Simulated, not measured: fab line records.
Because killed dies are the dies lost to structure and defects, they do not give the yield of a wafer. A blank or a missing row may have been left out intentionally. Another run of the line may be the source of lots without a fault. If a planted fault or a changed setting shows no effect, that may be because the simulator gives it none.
Tool commonality check | flow berkeley_cmos170 | Sample size 14 lots and 42 wafers

## THE REASON FOR OPENING IT
Of 14 lots, 2 have the reading NWELL_TW flagged at UCB170_NWELL_TW_MEAS_16. Fault-free wafers read 1256, with a standard deviation of 7.1.
Rule: a lot is flagged in two cases, either no wafer of it has a number, or all its wafers with numbers fall more than 4 standard deviations from that mean. The other lots count as sound.

lot  | measured    | on            | NWELL_TW, wafer by wafer | flag
L576 | day 2 12:46 | film_metro-04 | 1259 1265 1261           |
L579 | day 3 00:37 | film_metro-03 | 1244 1242 1247           |
L580 | day 3 03:53 | film_metro-03 | 1250 1245 1246           |
L581 | day 3 11:49 | film_metro-03 | 1250 1242 1252           |
L582 | day 3 18:56 | film_metro-04 | 1268 1258 1256           |
L584 | day 4 01:23 | film_metro-04 | 1261 1263 1263           |
L587 | day 4 18:18 | film_metro-03 | 1322 1318 1320           | FLAGGED
L590 | day 5 09:10 | film_metro-03 | 1251 1245 1260           |
L592 | day 5 16:17 | film_metro-04 | 1314 1318 1317           | FLAGGED
L593 | day 5 19:28 | film_metro-04 | 1262 1262 1257           |
L594 | day 6 03:31 | film_metro-03 | 1259 1262 1263           |
L596 | day 6 11:58 | film_metro-04 | 1253 1258 1262           |
L597 | day 6 17:43 | film_metro-03 | 1259 1256 1261           |
L599 | day 6 23:53 | film_metro-04 | 1261 1262 1259           |
On average the flagged lots' numbers are 1318, which is +62 against the usual, or +9 standard deviations.

## WHICH TOOL RAN EACH LOT
2 process steps preceding the reading are held in the record, out of 331 steps in the route. In each cell: the tool, then ch and the chambers that the sampled wafers went through, then the start.
lot  | flag    | UCB170_NWELL_ETCH_13              | UCB170_NWELL_IMPLANT_14
L576 |         | rie_diel-01 ch 0,1, day 2 12:23   | implanter-03 ch 0, day 2 12:31
L579 |         | rie_diel-04 ch 2,3, day 3 00:15   | implanter-04 ch 0, day 3 00:23
L580 |         | rie_diel-04 ch 1,2,3, day 3 03:32 | implanter-03 ch 0, day 3 03:38
L581 |         | rie_diel-01 ch 2,3, day 3 11:27   | implanter-01 ch 0, day 3 11:34
L582 |         | rie_diel-01 ch 0,1,3, day 3 18:34 | implanter-04 ch 0, day 3 18:44
L584 |         | rie_diel-01 ch 1,2,3, day 4 01:02 | implanter-01 ch 0, day 4 01:10
L587 | FLAGGED | rie_diel-02 ch 0,1,2, day 4 17:57 | implanter-01 ch 0, day 4 18:03
L590 |         | rie_diel-01 ch 0,3, day 5 08:47   | implanter-03 ch 0, day 5 08:56
L592 | FLAGGED | rie_diel-02 ch 0,3, day 5 15:56   | implanter-01 ch 0, day 5 16:02
L593 |         | rie_diel-02 ch 1,2, day 5 19:05   | implanter-04 ch 0, day 5 19:14
L594 |         | rie_diel-02 ch 0,1,3, day 6 03:10 | implanter-03 ch 0, day 6 03:16
L596 |         | rie_diel-02 ch 2,3, day 6 11:35   | implanter-03 ch 0, day 6 11:46
L597 |         | rie_diel-02 ch 0,1, day 6 17:21   | implanter-03 ch 0, day 6 17:29
L599 |         | rie_diel-02 ch 0,1,2, day 6 23:32 | implanter-04 ch 0, day 6 23:38
What is done by these steps:
- UCB170_NWELL_ETCH_13: etches Si3N4 in CH3F/Ar/O2, stops on SiO2, target depth 246.4 nm, time 154 s.
- UCB170_NWELL_IMPLANT_14
- UCB170_NWELL_TW_MEAS_16

## FLAGGED AGAINST TOTAL, ONE TOOL AT A TIME (gauges that did the reading follow at the end)
step                    | tool          | lots run | flagged | share of the flagged lots | sound lots run after its first flagged lot
UCB170_NWELL_ETCH_13    | rie_diel-01   | 5        | 0       | none                      | -
UCB170_NWELL_ETCH_13    | rie_diel-02   | 7        | 2       | all                       | 5 (L593,L594,L596,L597,L599)
UCB170_NWELL_ETCH_13    | rie_diel-04   | 2        | 0       | none                      | -
UCB170_NWELL_IMPLANT_14 | implanter-01  | 4        | 2       | all                       | 0
UCB170_NWELL_IMPLANT_14 | implanter-03  | 6        | 0       | none                      | -
UCB170_NWELL_IMPLANT_14 | implanter-04  | 4        | 0       | none                      | -
UCB170_NWELL_TW_MEAS_16 | film_metro-03 | 7        | 1       | some                      | 3 (L590,L594,L597)
UCB170_NWELL_TW_MEAS_16 | film_metro-04 | 7        | 1       | some                      | 3 (L593,L596,L599)

## THE TABLE: WHAT IT ALLOWS
In 2 table rows, all flagged lots were run: rie_diel-02 (UCB170_NWELL_ETCH_13), implanter-01 (UCB170_NWELL_IMPLANT_14).
- rie_diel-02 at UCB170_NWELL_ETCH_13: 2 of its 7 lots flagged. Sound lots followed the first flagged one (L593, L594, L596, L597, L599) on it, something a lasting fault affecting the whole tool could not allow.
- implanter-01 at UCB170_NWELL_IMPLANT_14: 2 of its 4 lots flagged. It ran its last sound lot, L584, at day 4 01:10 and its first flagged lot, L587, at day 4 18:03: a fault with its onset between the two fits. Its own readings (dose_ions_cm2, faraday_current_uA) fall more than 4 standard deviations out on all wafers of the flagged lots.
One tool is left: implanter-01 at UCB170_NWELL_IMPLANT_14.

## WHAT THE SIMULATOR HAD INSERTED
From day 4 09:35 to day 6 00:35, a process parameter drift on implanter-01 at UCB170_NWELL_IMPLANT_14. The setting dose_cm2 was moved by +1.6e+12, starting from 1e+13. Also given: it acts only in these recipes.
Struck lots among those shown: L587, L592. This agrees with what the rule above found.
